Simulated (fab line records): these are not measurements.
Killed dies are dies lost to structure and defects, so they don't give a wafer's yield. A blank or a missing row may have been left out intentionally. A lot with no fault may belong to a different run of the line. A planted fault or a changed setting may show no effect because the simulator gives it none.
fab line records | flow berkeley_cmos170
[record] lots = 5 wafers = 23
route steps=331 shown CONTACT@226 M1@242 V1@264 V2@294 M3@310
start_h: the number of hours between the record's first day and the start of the first shown wafer of the lot | wait_h: hours from the lot's prior step to this one | " identical to the entry in the row above | L1.1+2: a row that stands for several wafers | - either no value or no given start | * or withheld: withheld | < > ~ a bound
route shown NAME@n: NAME is a module with steps in the file, n the number in the route of the first one | usual: average and standard deviation across the fault-free wafers | same: alike in all rows | chamber/n: place in a boat | sites: per-site readings | _std_site: the values' standard deviation | _edge_site: mean of outer sites minus mean of inner sites | radius_mm: how far each site lies from the wafer's centre | mask NAME#n: copy n | behind: the last tool/chamber to shape the wafer | hold: the reason the lot was held/the length of the hold in hours/how it ended | device: the transistor (n, p or np) that didn't switch | end of line: the route-end tests of the same wafers | a step given without rows: its recipe and nothing more | killed: at the first sort, the dies lost to defects and structure; wafer yield is something else | map: a wafer's dies, x killed, . not, _ none there
set.NAME: the setting that was run; set.NAME@STEP: the one run at that earlier step | model.NAME: the simulator's own value behind a step, which no gauge read
one table per step and one row per wafer, for lots whose settings were changed on purpose
[[steps]]
[step UCB170_CONTACT_COAT_10]
[recipe] resist = KrF spin_rpm = 1500 resist_thk_nm = 900
// columns lot.wafer tool chamber start_h wait_h set.spin_rpm model.KrF_of_CONTACT_COAT_10.thk_nm
L075.1 litho_track-01 0 - - 1500 900.9
L075.2 " 0 " " 1500 902.1
L075.3 " 0 " " 1398 934.3
L075.4 " 0 " " 1398 933.9
L075.5 " 0 " " 1500 901.5
L078.3 litho_track-01 0 - - 1500 901.3
L078.5 " 0 " " 1500 899.5
L078.6 " 0 " " 1500 899.8
L079.2 litho_track-01 0 - - 1500 901.9
L079.3 " 0 " " 1500 902.2
L079.4 " 0 " " 1500 901.5
L079.5 " 0 " " 1500 904.9
L079.6 " 0 " " 1500 901.1
L082.1 litho_track-04 0 - - 1500 900.7
L082.2 " 0 " " 1535 891.7
L082.3 " 0 " " 1500 902.8
L082.4 " 0 " " 1535 893.8
L082.5 " 0 " " 1535 890.7
L084.2 litho_track-01 0 - - 1500 897.6
L084.3 " 0 " " 1500 896.6
L084.4 " 0 " " 1548 884.7
L084.5 " 0 " " 1548 883.9
L084.6 " 0 " " 1500 897.3
[step UCB170_CONTACT_ETCH_17]
[recipe] chemistry = N2/H2 target_depth_a = withheld overetch_a = withheld target = BARC time_s = withheld source_w = 500 bias_w = 100 pressure_mtorr = 30 n2_flow_sccm = 100 h2_flow_sccm = 200
// columns lot.wafer tool chamber start_h wait_h set.pressure_mtorr
L075.1+2+3+4+5 rie_diel-02 1,2,3,0,1 144.17 0.0 31.28
L078.3+5+6 rie_diel-04 2,2,1 154.57 0.0 30
L079.2+3+4+5+6 rie_diel-04 0,1,0,2,1 171.90 0.0 27.2
L082.1+2+3+4+5 rie_diel-01 3,2,1,2,1 176.09 0.0 26.83
L084.2+3+4+5+6 rie_diel-04 3,1,0,3,2 195.25 0.0 27.01
[step UCB170_CONTACT_ETCH_18]
[recipe] chemistry = CHF3/CF4/Ar target = PSG stop_on = TiSi2 CHF3_flow_sccm = 45 cf4_flow_sccm = 15 Ar_flow_sccm = 150 pressure_mtorr = 200 rf_w = 700 target_depth_a = 8400 over_etch_frac = 0.2 time_s = 195
// columns lot.wafer tool chamber start_h wait_h set.o2_flow_sccm@CONTACT_CVD_01 set.spin_rpm@CONTACT_COAT_10 model.etch.depth_nm model.CONTACT.feature_depth_nm model.KrF_of_CONTACT_COAT_10.thk_nm
L075.1 rie_diel-02 1 - - 93.94 1500 708.1 708.1 690.5
L075.2 " 2 " " 93.94 1500 708.6 708.6 697
L075.3 " 3 " " 93.94 1398 709 709 727.1
L075.4 " 0 " " 93.94 1398 706.8 706.8 724.1
L075.5 " 1 " " 93.94 1500 705.2 705.2 691.5
L078.3 rie_diel-04 2 - - 90 1500 693.1 693.1 694.2
L078.5 " 2 " " 90 1500 693.8 693.8 691
L078.6 " 1 " " 90 1500 688.9 688.9 694.3
L079.2 rie_diel-04 0 - - 79.76 1500 663.1 663.1 698.3
L079.3 " 1 " " 79.76 1500 662.1 662.1 698
L079.4 " 0 " " 79.76 1500 666.2 666.2 697.6
L079.5 " 2 " " 79.76 1500 661.4 661.4 698
L079.6 " 1 " " 79.76 1500 663.4 663.4 696.6
L082.1 rie_diel-01 3 - - 83.7 1500 675.6 675.6 693.7
L082.2 " 2 " " 83.7 1535 680 680 680.4
L082.3 " 1 " " 83.7 1500 673.6 673.6 691.9
L082.4 " 2 " " 83.7 1535 673.9 673.9 685.6
L082.5 " 1 " " 83.7 1535 677.6 677.6 683.2
L084.2 rie_diel-04 3 - - 98.53 1500 - 736.5 688.4
L084.3 " 1 " " 98.53 1500 739.6 739.6 689.4
L084.4 " 0 " " 98.53 1548 - 731.5 677.3
L084.5 " 3 " " 98.53 1548 - 730.1 673.6
L084.6 " 2 " " 98.53 1500 736.1 736.1 689.4
[step UCB170_M1_COAT_04]
[recipe] resist = KrF spin_rpm = 1500 resist_thk_nm = 900
// columns lot.wafer tool chamber start_h wait_h set.resist_thk_nm model.KrF_of_M1_COAT_04.thk_nm
L075.1 litho_track-03 0 - - 900 904.6
L075.2 " 0 " " 900 903
L075.3 " 0 " " 936.5 942
L075.4 " 0 " " 900 904.3
L075.5 " 0 " " 936.5 944.9
L078.3 litho_track-02 0 - - 900 899.5
L078.5 " 0 " " 900 900.3
L078.6 " 0 " " 900 901.3
L079.2 litho_track-02 0 - - 900 899.9
L079.3 " 0 " " 900 901.4
L079.4 " 0 " " 900 900
L079.5 " 0 " " 900 899.2
L079.6 " 0 " " 900 903.5
L082.1 litho_track-02 0 - - 900 900.6
L082.2 " 0 " " 900 899.3
L082.3 " 0 " " 900 901.5
L082.4 " 0 " " 900 899.8
L082.5 " 0 " " 900 897.8
L084.2 litho_track-04 0 - - 875.8 875.5
L084.3 " 0 " " 900 901.6
L084.4 " 0 " " 900 897.2
L084.5 " 0 " " 875.8 874.8
L084.6 " 0 " " 875.8 873.2
[step UCB170_M1_SOFTBAKE_05]
[recipe] resist = KrF temp_c = 130 time_s = 60
[step UCB170_M1_EXPOSE_06]
[recipe] mask_id = METAL1 target_cd_nm = 700 na = 0.5 sigma_outer = 0.6 source_shape = conventional dose_mj = 21
[step UCB170_M1_ETCH_11]
[recipe] chemistry = N2/H2 target_depth_a = withheld overetch_a = withheld target = BARC time_s = withheld source_w = 500 bias_w = 100 pressure_mtorr = 30 n2_flow_sccm = 100 h2_flow_sccm = 200
[step UCB170_M1_METAL_ETCH_12]
[recipe] chemistry = Cl2/BCl3 target = Al stop_on = PSG pressure_mtorr = 12 target_depth_a = 7800 over_etch_frac = 0.3 time_s = 130 icp_w = 600 bias_w = 118.7 Cl2_flow_sccm = 90 bcl3_flow_sccm = 45
// columns lot.wafer tool chamber start_h wait_h set.resist_thk_nm@M1_COAT_04 model.KrF_of_M1_COAT_04.thk_nm
L075.1 rie_metal-03 1 146.25 - 900 449.3
L075.2 " 0 " " 900 442
L075.3 " 0 " " 936.5 475.5
L075.4 " 1 " " 900 450.5
L075.5 " 1 " " 936.5 490.4
L078.3 rie_metal-03 1 157.60 - 900 449.1
L078.5 " 1 " " 900 450.6
L078.6 " 1 " " 900 447.2
L079.2 rie_metal-04 1 174.07 - 900 442.1
L079.3 " 0 " " 900 447.2
L079.4 " 1 " " 900 441.9
L079.5 " 1 " " 900 443.8
L079.6 " 0 " " 900 451.4
L082.1 rie_metal-01 1 178.06 - 900 442.9
L082.2 " 0 " " 900 455.9
L082.3 " 0 " " 900 456
L082.4 " 1 " " 900 447.9
L082.5 " 0 " " 900 452.6
L084.2 rie_metal-03 1 200.45 - 875.8 426.6
L084.3 " 1 " " 900 449.4
L084.4 " 0 " " 900 438.7
L084.5 " 1 " " 875.8 423.8
L084.6 " 0 " " 875.8 419.6
[step UCB170_V1_PEB_10]
[recipe] peb_temp_c = 130 peb_time_s = withheld resist = KrF
// columns lot.wafer tool chamber start_h wait_h set.peb_temp_c
L075.1+3+4 litho_track-03 0 153.81 0.1 130
L075.2+5 " 0 " " 133.1
L078.3+5+6 litho_track-03 0 163.27 0.3 130
L079.2+3+6 litho_track-01 0 182.96 0.2 130
L079.4+5 " 0 " " 131.6
L082.1+3+4 litho_track-01 0 184.54 0.2 130
L082.2+5 " 0 " " 132.1
L084.2+4+6 litho_track-02 0 208.07 0.1 131.1
L084.3+5 " 0 " " 130
[step UCB170_V1_DEVELOP_11]
[recipe] developer = TMAH develop_time_s = 45 resist = KrF dev_temp_c = 21
[step UCB170_V1_CD_MEAS_12]
[recipe] target_cd_nm = 700
[usual] cd_nm = 700.2/1
// columns lot.wafer tool chamber start_h wait_h set.peb_temp_c@V1_PEB_10 cd_nm
L075.1 cd_sem-02 - 154.16 - 130 701.5
L075.2 " - " " 133.1 719.7
L075.3 " - " " 130 701.4
L075.4 " - " " 130 700.4
L075.5 " - " " 133.1 718.8
L078.3 cd_sem-02 - 163.54 - 130 700.6
L078.5 " - " " 130 699.6
L078.6 " - " " 130 701.9
L079.2 cd_sem-02 - 183.23 - 130 701.6
L079.3 " - " " 130 702.8
L079.4 " - " " 131.6 711.0
L079.5 " - " " 131.6 710.8
L079.6 " - " " 130 700.8
L082.1 cd_sem-02 - 184.81 - 130 701.5
L082.2 " - " " 132.1 713.4
L082.3 " - " " 130 700.7
L082.4 " - " " 130 700.2
L082.5 " - " " 132.1 712.4
L084.2 cd_sem-01 - 208.34 - 131.1 705.3
L084.3 " - " " 130 698.6
L084.4 " - " " 131.1 707.2
L084.5 " - " " 130 699.3
L084.6 " - " " 131.1 706.9
[step UCB170_V1_ETCH_14]
[recipe] chemistry = CHF3/CF4/Ar target = SiO2 stop_on = Al CHF3_flow_sccm = 45 cf4_flow_sccm = 15 Ar_flow_sccm = 150 pressure_mtorr = 200 rf_w = 700 target_depth_a = 12500 over_etch_frac = 0.25 time_s = 291
// columns lot.wafer tool chamber start_h wait_h set.time_s set.peb_temp_c@V1_PEB_10 model.V1.cd_nm model.KrF_of_V1_COAT_07.thk_nm
L075.1 rie_diel-03 3 154.31 0.0 291 130 702 617.1
L075.2 " 2 " " 291 133.1 720.1 614.2
L075.3 " 0 " " 291 130 702.1 616.8
L075.4 " 1 " " 291 130 701.1 620.2
L075.5 " 0 " " 291 133.1 719.5 614.8
L078.3 rie_diel-02 3 163.65 0.0 291 130 700.9 607.7
L078.5 " 3 " " 291 130 699.9 604.7
L078.6 " 2 " " 291 130 701.5 605.2
L079.2 rie_diel-02 2 183.36 0.0 258.7 130 700 646.3
L079.3 " 0 " " 258.7 130 701.3 640
L079.4 " 1 " " 258.7 131.6 709.5 642.9
L079.5 " 3 " " 291 131.6 711.2 615.3
L079.6 " 2 " " 291 130 700.4 617.5
L082.1 rie_diel-02 0 184.97 0.0 291 130 702.3 610.8
L082.2 " 2 " " 306 132.1 713.6 600.1
L082.3 " 3 " " 306 130 701.2 603.9
L082.4 " 1 " " 291 130 700.1 613.1
L082.5 " 0 " " 291 132.1 712.8 610.7
L084.2 rie_diel-02 0 208.48 0.0 291 131.1 705.9 613.1
L084.3 " 2 " " 330.1 130 699.9 571.9
L084.4 " 3 " " 291 131.1 708.1 616.4
L084.5 " 1 " " 330.1 130 700.8 572.5
L084.6 " 0 " " 330.1 131.1 708.4 573.3
[step UCB170_V1_STRIP_15]
[recipe] chemistry = O2 power_w = 400 pressure_mtorr = 3500 platen_temp_c = withheld o2_flow_sccm = 400 overash_fraction = 0.5
[usual] strip_time_to_endpoint_s = 15.35/0.093
// columns lot.wafer tool chamber start_h wait_h set.time_s@V1_ETCH_14 strip_time_to_endpoint_s
L075.1 plasma_asher-04 0 154.49 0.1 291 15.49
L075.2 " 1 " " 291 15.41
L075.3 " 1 " " 291 15.47
L075.4 " 0 " " 291 15.55
L075.5 " 0 " " 291 15.42
L078.3 plasma_asher-01 0 163.86 0.1 291 15.24
L078.5 " 1 " " 291 15.17
L078.6 " 0 " " 291 15.20
L079.2 plasma_asher-04 1 183.54 0.1 258.7 16.09
L079.3 " 0 " " 258.7 15.96
L079.4 " 1 " " 258.7 16.03
L079.5 " 0 " " 291 15.43
L079.6 " 1 " " 291 15.49
L082.1 plasma_asher-03 0 185.15 0.1 291 15.33
L082.2 " 1 " " 306 15.08
L082.3 " 0 " " 306 15.16
L082.4 " 1 " " 291 15.39
L082.5 " 1 " " 291 15.32
L084.2 plasma_asher-01 1 208.65 0.1 291 15.39
L084.3 " 1 " " 330.1 14.40
L084.4 " 0 " " 291 15.46
L084.5 " 1 " " 330.1 14.43
L084.6 " 0 " " 330.1 14.43
[step UCB170_V1_CD_MEAS_90]
[recipe] target_cd_nm = 700
[usual] cd_nm = 700.2/1.2
// columns lot.wafer tool chamber start_h wait_h set.peb_temp_c@V1_PEB_10 cd_nm
L075.1 cd_sem-02 - 154.88 0.4 130 702.3
L075.2 " - " " 133.1 720.6
L075.3 " - " " 130 702.1
L075.4 " - " " 130 701.1
L075.5 " - " " 133.1 719.5
L078.3 cd_sem-01 - 163.97 0.1 130 700.6
L078.5 " - " " 130 699.9
L078.6 " - " " 130 701.5
L079.2 cd_sem-01 - 183.66 0.1 130 700.2
L079.3 " - " " 130 701.4
L079.4 " - " " 131.6 709.4
L079.5 " - " " 131.6 711.0
L079.6 " - " " 130 700.2
L082.1 cd_sem-01 - 185.25 0.1 130 702.3
L082.2 " - " " 132.1 713.8
L082.3 " - " " 130 701.2
L082.4 " - " " 130 700.2
L082.5 " - " " 132.1 713.0
L084.2 cd_sem-02 - 208.77 0.1 131.1 706.0
L084.3 " - " " 130 699.8
L084.4 " - " " 131.1 707.9
L084.5 " - " " 130 700.7
L084.6 " - " " 131.1 708.3
[step UCB170_V2_CMP_02]
[recipe] material = SiO2 down_force_psi = 6 platen_rpm = 60 pad_velocity_m_s = 0.75398
// columns lot.wafer tool chamber start_h wait_h set.leave_above_ref_nm model.SiO2_of_V2_CVD_00.thk_nm
L075.1 cmp-01 2 159.13 0.1 1000 999.5
L075.3 " 3 " " 1000 999.6
L075.4 " 0 " " 1027 1028
L075.2+5 " 1,3 " " 1027 1027
L078.3 cmp-01 2 167.16 0.1 1000 1002
L078.5 " 1 " " 1000 999.7
L078.6 " 2 " " 1000 1001
L079.2+4+6 cmp-01 0,3,1 187.45 0.0 1000 1001
L079.3 " 2 " " 1000 999
L079.5 " 0 " " 1000 999.4
L082.3 cmp-02 3 189.26 0.0 946 946.2
L082.2 " 0 " " 946 944.1
L082.1 " 1 " " 946 945.8
L082.4 " 2 " " 1000 1000
L082.5 " 0 " " 1000 998.9
L084.3 cmp-01 3 211.99 0.0 954.9 955.6
L084.4 " 0 " " 954.9 -
L084.2+5 " 2,0 " " 1000 -
L084.6 " 3 " " 954.9 956.1
[step UCB170_V2_THK_MEAS_04]
[recipe] reads = SiO2_of_V2_CVD_00
[usual] V2_POLISHED_THK = 1000.2/1.1
// columns lot.wafer tool chamber start_h wait_h set.leave_above_ref_nm@V2_CMP_02 V2_POLISHED_THK[nm]
L075.1 film_metro-02 - 159.55 0.1 1000 999.0
L075.2 " - " " 1027 1026.3
L075.3 " - " " 1000 999.7
L075.4 " - " " 1027 1027.6
L075.5 " - " " 1027 1026.8
L078.3 film_metro-01 - 167.55 0.1 1000 1002.5
L078.5 " - " " 1000 999.1
L078.6 " - " " 1000 1001.0
L079.2 film_metro-02 - 187.88 0.1 1000 1000.2
L079.3 " - " " 1000 998.5
L079.4 " - " " 1000 1001.8
L079.5 " - " " 1000 999.8
L079.6 " - " " 1000 1000.9
L082.1 film_metro-02 - 189.68 0.1 946 945.6
L082.2 " - " " 946 943.3
L082.3 " - " " 946 946.4
L082.4 " - " " 1000 1000.3
L082.5 " - " " 1000 999.0
L084.2 film_metro-04 - 212.42 0.1 1000 999.7
L084.3 " - " " 954.9 955.7
L084.4 " - " " 954.9 955.6
L084.5 " - " " 1000 1000.3
L084.6 " - " " 954.9 956.9
[step UCB170_V2_SOFTBAKE_08]
[recipe] resist = KrF temp_c = 130 time_s = 60
// columns lot.wafer tool chamber start_h wait_h set.time_s
L075.1+5 litho_track-01 0 160.20 0.1 60
L075.2+3+4 " 0 " " 66.7
L078.3+5+6 litho_track-04 0 168.92 0.1 60
L079.2+3+4+5+6 litho_track-03 0 188.56 0.1 60
L082.1+3 litho_track-04 0 190.25 0.1 68.83
L082.2+4+5 " 0 " " 60
L084.2+3+4 litho_track-01 0 213.30 0.1 53.22
L084.5+6 " 0 " " 60
[step UCB170_V2_EXPOSE_09]
[recipe] mask_id = VIA2 target_cd_nm = 700 na = 0.5 sigma_outer = 0.6 source_shape = conventional dose_mj = 37
[step UCB170_V2_PEB_10]
[recipe] peb_temp_c = 130 peb_time_s = withheld resist = KrF
[step UCB170_V2_ETCH_14]
[recipe] chemistry = CHF3/CF4/Ar target = SiO2 stop_on = Al CHF3_flow_sccm = 45 cf4_flow_sccm = 15 Ar_flow_sccm = 150 pressure_mtorr = 200 rf_w = 700 target_depth_a = 12500 over_etch_frac = 0.25 time_s = 291
// columns lot.wafer tool chamber start_h wait_h set.leave_above_ref_nm@V2_CMP_02 model.V2.feature_depth_nm model.etch.depth_nm
L075.1 rie_diel-01 1 161.03 0.0 1000 999.8 999.5
L075.2+5 " 0,2 " " 1027 1027 1027
L075.3 " 2 " " 1000 999.9 999.6
L075.4 " 3 " " 1027 1028 1028
L078.3 rie_diel-01 0 169.72 0.0 1000 1002 1002
L078.5 " 0 " " 1000 1000 999.7
L078.6 " 3 " " 1000 1001 1001
L079.2+4+6 rie_diel-02 0,2,2 189.35 0.0 1000 1001 1001
L079.3 " 3 " " 1000 999 999
L079.5 " 3 " " 1000 999.4 999.4
L082.1 rie_diel-02 1 191.08 0.0 946 945.9 945.8
L082.2 " 3 " " 946 944.1 944.1
L082.3 " 0 " " 946 946.6 946.2
L082.4 " 2 " " 1000 1000 1000
L082.5 " 0 " " 1000 999.2 998.9
L084.2 rie_diel-01 0 213.98 0.0 1000 1000 -
L084.3 " 1 " " 954.9 955.9 955.6
L084.4 " 3 " " 954.9 955.7 -
L084.5 " 2 " " 1000 1001 -
L084.6 " 1 " " 954.9 956.4 956.1
[step UCB170_M3_SPUTTER_01]
[recipe] material = Al target_thk_nm = 900 time_s = 120 power_w = 6000 chamber_pressure_pa = 0.5
// columns lot.wafer tool chamber start_h wait_h set.time_s model.Al_of_M3_SPUTTER_01.thk_nm
L075.1 pvd_sputter-01 - 161.49 0.0 120 877.3
L075.2 " - " " 120 880.5
L075.3 " - " " 120 890.9
L075.4 " - " " 120 883.1
L075.5 " - " " 120 882.1
L078.3 pvd_sputter-02 - 170.19 0.0 120 907.6
L078.5 " - " " 120 899
L078.6 " - " " 120 899.2
L079.2 pvd_sputter-01 - 189.82 0.0 120 901.8
L079.3 " - " " 120 900.1
L079.4 " - " " 120 900.6
L079.5 " - " " 120 900.5
L079.6 " - " " 120 904.7
L082.1 pvd_sputter-01 - 191.62 0.0 120 885.6
L082.2 " - " " 120 881.3
L082.3 " - " " 114.9 839.9
L082.4 " - " " 114.9 846.8
L082.5 " - " " 120 886.4
L084.2 pvd_sputter-04 - 214.44 0.0 104.9 784
L084.3 " - " " 120 891.8
L084.4 " - " " 104.9 793.5
L084.5 " - " " 104.9 792.1
L084.6 " - " " 120 897.9
[step UCB170_M3_RS_MEAS_02]
[recipe] thk_meas_gauge = four-point-probe reads = Al_of_M3_SPUTTER_01
[usual] M3_AL_RS = 0.0324/0.00032
// columns lot.wafer tool chamber start_h wait_h set.time_s@M3_SPUTTER_01 M3_AL_RS[ohm/sq]
L075.1 film_metro-04 - 161.62 0.1 120 0.0330
L075.2 " - " " 120 0.0329
L075.3 " - " " 120 0.0325
L075.4 " - " " 120 0.0329
L075.5 " - " " 120 0.0328
L078.3 film_metro-03 - 170.31 0.1 120 0.0320
L078.5 " - " " 120 0.0322
L078.6 " - " " 120 0.0323
L079.2 film_metro-04 - 189.92 0.1 120 0.0321
L079.3 " - " " 120 0.0322
L079.4 " - " " 120 0.0322
L079.5 " - " " 120 0.0321
L079.6 " - " " 120 0.0320
L082.1 film_metro-04 - 191.70 0.0 120 0.0327
L082.2 " - " " 120 0.0329
L082.3 " - " " 114.9 0.0346
L082.4 " - " " 114.9 0.0342
L082.5 " - " " 120 0.0328
L084.2 film_metro-04 - 214.55 0.1 104.9 0.0370
L084.3 " - " " 120 0.0325
L084.4 " - " " 104.9 0.0366
L084.5 " - " " 104.9 0.0366
L084.6 " - " " 120 0.0322
[step UCB170_M3_THK_MEAS_03]
[recipe] thk_meas_gauge = xrf reads = Al_of_M3_SPUTTER_01
[usual] M3_AL_THK = 906/9.4
// columns lot.wafer tool chamber start_h wait_h set.time_s@M3_SPUTTER_01 M3_AL_THK[nm]
L075.1 film_metro-04 - 161.74 0.1 120 891
L075.2 " - " " 120 889
L075.3 " - " " 120 907
L075.4 " - " " 120 894
L075.5 " - " " 120 895
L078.3 film_metro-03 - 170.41 0.1 120 919
L078.5 " - " " 120 906
L078.6 " - " " 120 913
L079.2 film_metro-04 - 190.03 0.1 120 909
L079.3 " - " " 120 910
L079.4 " - " " 120 910
L079.5 " - " " 120 914
L079.6 " - " " 120 914
L082.1 film_metro-04 - 191.82 0.1 120 893
L082.2 " - " " 120 888
L082.3 " - " " 114.9 850
L082.4 " - " " 114.9 862
L082.5 " - " " 120 897
L084.2 film_metro-04 - 214.66 0.1 104.9 795
L084.3 " - " " 120 904
L084.4 " - " " 104.9 802
L084.5 " - " " 104.9 800
L084.6 " - " " 120 914
[[key]]
[split] step = UCB170_CONTACT_COAT_10 setting = spin_rpm stated = 1500 by = wafer
[response] step = UCB170_CONTACT_COAT_10 reading = model.KrF_of_CONTACT_COAT_10.thk_nm change = -4.61 per = 1% r = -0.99
[response] step = UCB170_CONTACT_ETCH_18 reading = model.KrF_of_CONTACT_COAT_10.thk_nm change = -4.65 per = 1% r = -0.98
[split] step = UCB170_CONTACT_ETCH_17 setting = pressure_mtorr stated = 30 by = lot
response none clear
[split] step = UCB170_M1_COAT_04 setting = resist_thk_nm stated = 900 by = wafer
[response] step = UCB170_M1_COAT_04 reading = model.KrF_of_M1_COAT_04.thk_nm change = +9.59 per = 1% r = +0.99
[response] step = UCB170_M1_METAL_ETCH_12 reading = model.KrF_of_M1_COAT_04.thk_nm change = +8.46 per = 1% r = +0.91
[split] step = UCB170_V1_PEB_10 setting = peb_temp_c stated = 130 by = wafer
[response] step = UCB170_V1_CD_MEAS_12 reading = cd_nm change = +7.67 per = 1% r = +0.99
[response] step = UCB170_V1_ETCH_14 reading = model.V1.cd_nm change = +7.65 per = 1% r = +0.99
[response] step = UCB170_V1_CD_MEAS_90 reading = cd_nm change = +7.67 per = 1% r = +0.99
[split] step = UCB170_V1_ETCH_14 setting = time_s stated = 291 by = wafer
[response] step = UCB170_V1_ETCH_14 reading = model.KrF_of_V1_COAT_07.thk_nm change = -2.76 per = 1% r = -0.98
[response] step = UCB170_V1_STRIP_15 reading = strip_time_to_endpoint_s change = * per = 1% r = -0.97
[split] step = UCB170_V2_CMP_02 setting = leave_above_ref_nm stated = 1000 by = wafer
[response] step = UCB170_V2_CMP_02 reading = model.SiO2_of_V2_CVD_00.thk_nm change = +10 per = 1% r = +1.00
[response] step = UCB170_V2_THK_MEAS_04 reading = V2_POLISHED_THK change = +9.99 per = 1% r = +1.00
[response] step = UCB170_V2_ETCH_14 reading = model.V2.feature_depth_nm change = +10 per = 1% r = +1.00
[response] step = UCB170_V2_ETCH_14 reading = model.etch.depth_nm change = +10 per = 1% r = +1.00
[split] step = UCB170_V2_SOFTBAKE_08 setting = time_s stated = 60 by = wafer
response none clear
[split] step = UCB170_M3_SPUTTER_01 setting = time_s stated = 120 by = wafer
[response] step = UCB170_M3_SPUTTER_01 reading = model.Al_of_M3_SPUTTER_01.thk_nm change = +8.48 per = 1% r = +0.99
[response] step = UCB170_M3_RS_MEAS_02 reading = M3_AL_RS change = -0.000351 per = 1% r = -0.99
[response] step = UCB170_M3_THK_MEAS_03 reading = M3_AL_THK change = +8.71 per = 1% r = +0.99
split outside_this_file step=UCB170_CONTACT_CVD_01 setting=o2_flow_sccm
// split outside_this_file: this setting was split too, and the file shows its column; the key of that split is in another file
